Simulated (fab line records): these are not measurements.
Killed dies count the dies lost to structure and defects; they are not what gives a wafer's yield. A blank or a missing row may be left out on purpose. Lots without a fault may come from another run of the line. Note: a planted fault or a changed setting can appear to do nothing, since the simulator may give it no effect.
Struck lot and sound lot, side by side | flow ritCmos | 15 out of 202 route steps
Sound: the wafers L805.3, L805.5, L805.6. Struck: wafers L811.1, L811.5, L811.6. The cause is named last.
At each step with rows: each side's tool, then ch and its chambers, then its first start. Under that, the readings that differ: sound wafers | struck wafers | difference of the means | sigmas: that difference in standard deviations of wafers without a fault.
alike: readings with means less than 2 such deviations apart, plus words and numbers identical on both sides. not compared: withheld readings, readings lacking a value on some wafer, bounds such as >300 that could conceal the same value, and numbers that have no deviation in the record and whose values overlap.
The two part at a step that has a row with sigmas, a row that says differs or no value, or rows on one side only. When numbers do not overlap yet have no deviation, they are printed without sigmas and do not part them. A reading missing from all wafers of one side parts the sides only when that side holds two or more wafers.

RIT_M1_SPUTTER_00: material Al, target thk 400 nm, time 500 s.
  sound on pvdSputter-04, day 4 07:05; struck on pvdSputter-04, day 5 14:40
  alike: throttleValvePct
RIT_M1_RS_MEAS_01: uses a four-point probe to measure.
  sound on filmMetro-02, day 4 07:25; struck on filmMetro-02, day 5 14:57
  alike: M1_AL_RS
RIT_M1_THK_MEAS_02: measures by xrf.
  sound on filmMetro-02, day 4 07:31; struck on filmMetro-02, day 5 15:04
  alike: M1_AL_THK
then, 6 steps without rows for these wafers: RIT_M1_HMDS_03 (prime time 60 s); RIT_M1_COAT_04 (resist thk 1300 nm); RIT_M1_SOFTBAKE_05 (time 60 s); RIT_M1_EXPOSE_06 (exposes mask M12, target cd 2600 nm); RIT_M1_PEB_07; RIT_M1_DEVELOP_08 (develop time 68 s).
RIT_M1_CD_MEAS_09: target cd 2600 nm.
  sound on cdSem-01, day 4 08:35; struck on cdSem-02, day 5 16:08
reading   | sound                | struck               | difference | sigmas
cdNm (nm) | 2600.4 2600.1 2598.6 | 2603.0 2607.5 2603.9 | +5.1       | +2
RIT_M1_OVL_MEAS_10:
  sound on overlay-01, day 4 08:41; struck on overlay-01, day 5 16:16
reading     | sound       | struck         | difference | sigmas
M1_OVL (nm) | 0.4 0.4 0.5 | -2.3 -2.8 -2.9 | -3.1       | -2
then, 1 step without rows for these wafers: RIT_M1_HARDBAKE_11 (time 120 s).
RIT_M1_METAL_ETCH_12: etches Al in Cl2/BCl3, stops on SiO2, time 165 s, target depth 600 nm.
  sound on rieMetal-01 ch 0,1, day 4 09:00; struck on rieMetal-01 ch 0,1, day 5 16:32
reading                                | sound             | struck            | difference | sigmas
rfFwdPowerW (W)                        | 249.3 249.3 249.0 | 278.2 278.9 278.1 | +29.2      | +35
model.NOVOLAK_of_M1_COAT_04.thkNm (nm) | 807.9 811.1 814.2 | 772.5 773.5 768.9 | -39.4      | 
  alike: drypumpMotorCurrentA, oesProductAu, throttleValvePct
  not compared: rfHoursCounterH
then, 1 step without rows for these wafers: RIT_M1_STRIP_13 (strips in nmp, time 600 s).
RIT_M1_PROBE_99:
  sound on prober-01, day 4 11:18; struck on prober-01, day 5 18:49
reading                            | sound                      | struck                     | difference | sigmas
model.etest.antennaM1.vtShiftV (V) | -0.01069 -0.01003 -0.01023 | -0.01988 -0.01436 -0.01961 | -0.00763   | 
  alike: defectLimitedYield, killedAtFrontEnd, killedDies, killedOpen, killedShort, sort_bin_3_pad_short, sort_bin_5_function, sort_bin_6_memory, sortNPass, sortYieldPct

## WHERE THEY PART
At RIT_M1_CD_MEAS_09 first; at RIT_M1_METAL_ETCH_12 last (within this record only). Later steps at which nothing parts them and some readings are alike: RIT_M1_PROBE_99.

WHY: the cause the simulator had injected
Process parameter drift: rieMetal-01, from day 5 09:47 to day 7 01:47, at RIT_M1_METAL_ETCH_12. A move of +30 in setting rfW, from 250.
